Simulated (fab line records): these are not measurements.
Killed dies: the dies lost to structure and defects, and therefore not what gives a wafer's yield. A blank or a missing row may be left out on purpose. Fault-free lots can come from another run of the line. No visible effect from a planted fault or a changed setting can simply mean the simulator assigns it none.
Chamber matching | flow berkeley-cmos170 | cmp-02 running UCB170_V2_CMP_02: 4 sister chambers
The step polishes SiO2. 20 wafers are shown with their chamber, then 10 later ones without.

## EACH WAFER AND ITS CHAMBER
wafer  | chamber | motor-current-A (A) | platen-rpm (rpm) | head-pressure-psi (psi)
L508.3 | 1       | 15.5                | 59.97            | 6.005
L508.4 | 0       | 15.8                | 60.01            | 6.017
L508.5 | 1       | 15.6                | 59.98            | 6.013
L511.1 | 2       | 19.1                | 60.00            | 6.023
L511.3 | 0       | 16.2                | 59.94            | 5.999
L511.4 | 1       | 15.0                | 60.00            | 5.981
L513.3 | 3       | 16.1                | 60.02            | 6.018
L513.5 | 0       | 15.3                | 60.01            | 5.988
L513.6 | 3       | 15.4                | 60.12            | 6.004
L519.4 | 0       | 16.5                | 59.97            | 5.997
L519.5 | 2       | 19.7                | 60.05            | 5.989
L519.6 | 3       | 15.1                | 60.06            | 5.998
L517.2 | 2       | 18.6                | 60.02            | 5.989
L517.5 | 0       | 15.9                | 59.98            | 6.007
L517.6 | 1       | 15.3                | 60.03            | 5.980
L518.1 | 3       | 15.5                | 59.90            | 5.994
L518.5 | 1       | 15.6                | 59.98            | 5.989
L518.6 | 0       | 15.8                | 59.95            | 5.965
L520.1 | 0       | 16.1                | 60.07            | 5.974
L520.2 | 2       | 18.0                | 60.01            | 5.990

SIGNATURES (averages over the wafers above)
reading           | chamber 0 | chamber 1 | chamber 2 | chamber 3 | scatter within a chamber
motor-current-A   | 15.943    | 15.400    | 18.850    | 15.525    | 0.448
platen-rpm        | 59.9900   | 59.9920   | 60.0200   | 60.0250   | 0.0509
head-pressure-psi | 5.99243   | 5.99360   | 5.99775   | 6.00350   | 0.0159
Rule: a wafer lies at a distance from a chamber equal to the root of the sum of squares, over the readings, of (its reading less the chamber's mean, divided by the reading's scatter). The wafer belongs to the nearest chamber; if the next one is less than 2 further off, it can't be placed. The scatter is the square root of a quotient: the sum, over the shown wafers, of each reading's squared deviation from its chamber's mean, divided by wafers minus chambers.

## WAFERS WITH NO CHAMBER GIVEN
wafer  | motor-current-A (A) | platen-rpm (rpm) | head-pressure-psi (psi)
L520.6 | 16.0                | 59.96            | 5.979
L522.2 | 15.4                | 59.95            | 6.008
L522.4 | 18.5                | 59.95            | 5.976
L522.5 | 15.9                | 59.98            | 6.000
L530.3 | 15.5                | 59.99            | 6.013
L530.5 | 15.7                | 59.93            | 6.006
L530.6 | 14.9                | 60.08            | 6.011
L531.2 | 19.9                | 59.99            | 6.014
L531.3 | 14.8                | 60.07            | 5.980
L531.6 | 15.9                | 60.03            | 5.998

## THE CHAMBER EACH PASSED THROUGH
wafer  | from the rows above          | in truth
L520.6 | can't be placed: 0 or 1 or 3 | 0
L522.2 | can't be placed: 1 or 3 or 0 | 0
L522.4 | 2                            | 2
L522.5 | can't be placed: 0 or 1 or 3 | 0
L530.3 | can't be placed: 3 or 1 or 0 | 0
L530.5 | can't be placed: 0 or 1 or 3 | 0
L530.6 | can't be placed: 3 or 1 or 0 | 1
L531.2 | 2                            | 2
L531.3 | can't be placed: 1 or 3 or 0 | 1
L531.6 | can't be placed: 0 or 3 or 1 | 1
Placed correctly: 2 of 10. Cannot be placed on the basis of these rows: 8; the candidates contain the true chamber in 8. Wrongly placed: 0.
